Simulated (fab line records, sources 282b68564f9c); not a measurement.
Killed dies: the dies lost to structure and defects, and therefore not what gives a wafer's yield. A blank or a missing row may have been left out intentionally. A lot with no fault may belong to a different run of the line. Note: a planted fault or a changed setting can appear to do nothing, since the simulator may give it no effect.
A single fault, viewed from 2 desks    flow ritCmos    what lay behind the numbers comes last; until then each desk has only its own

== AT THE METROLOGY DESK ==
Lot by lot, what the gauges showed, no matter which tool ran the lot: averages of those sampled wafers that carry a number. A lot is out of limits, marked OUT, if its mean lies more than 4 standard deviations from the usual mean; the brackets give that distance.
Columns: A = NRETRO_TW at RIT_NRETRO_TW_MEAS_10, usual 1042
lot   first seen here  A
L736  day 2 06:07      1053
L737  day 2 10:56      1048
L739  day 2 21:42      1047
L740  day 3 02:02      1049
L741  day 3 06:43      1031
L742  day 3 11:25      1032
L743  day 3 16:53      1037
L744  day 3 22:28      1041
L746  day 4 08:17      1035
L747  day 4 13:15      1046
L750  day 5 04:45      1071 (+4.6) OUT
L753  day 5 20:37      1072 (+4.8) OUT
L756  day 6 11:01      1042
L758  day 6 20:45      1040
Finding of this desk: L750, L753 out of limits, first seen on L750 at day 5 04:45 (NRETRO_TW at RIT_NRETRO_TW_MEAS_10). L736, L737, L739, L740, L741, L742, L743, L744, L746, L747, L756, L758: within limits.

== TOOL OWNER'S DESK, implanter-04 ==
The tool's own readings at RIT_NRETRO_IMPLANT_08: means of the sampled wafers that have a number, for each lot that ran on this tool. A lot is out of limits, marked OUT, if its mean lies more than 4 standard deviations from the usual mean; the brackets give that distance.
Columns: A = beamEnergyKeV at RIT_NRETRO_IMPLANT_08, usual 69.995; B = faradayCurrentUA at RIT_NRETRO_IMPLANT_08, usual 31.8; C = tiltDeg at RIT_NRETRO_IMPLANT_08, usual 6.996 degrees
lot   first seen here  A                         B     C
L739  day 2 21:23      69.992                    31.5  6.986
L740  day 3 01:42      70.023                    31.9  6.990
L742  day 3 11:07      70.011                    31.9  6.990
L744  day 3 22:11      69.967                    31.6  7.006
L746  day 4 07:57      70.002                    31.5  6.986
L747  day 4 12:58      69.992                    32.5  6.982
L750  day 5 04:27      79.119 (+99 or more) OUT  32.0  7.013
L753  day 5 20:17      79.096 (+99 or more) OUT  31.7  6.994
This desk's verdict: out of limits on L750, L753, starting with L750 at day 5 04:27 (beamEnergyKeV at RIT_NRETRO_IMPLANT_08). L739, L740, L742, L744, L746, L747: within limits.

== TAKEN TOGETHER ==
On L750, L753, at day 5 04:27, an alarm was possible from the tool owner's desk.
Metrology desk: alarm possible at day 5 04:45 on L750, L753.
RIT_NRETRO_IMPLANT_08 was run on implanter-04 by each of the lots named.

== WHAT HAD BEEN PUT IN BY THE SIMULATOR ==
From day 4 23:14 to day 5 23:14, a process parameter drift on implanter-04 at RIT_NRETRO_IMPLANT_08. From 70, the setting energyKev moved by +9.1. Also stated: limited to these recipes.
Shown lots that were struck: L750, L753.
Time in hours from fault onset to the first out-of-limits reading at each desk: tool owner's desk 5, metrology desk 6.
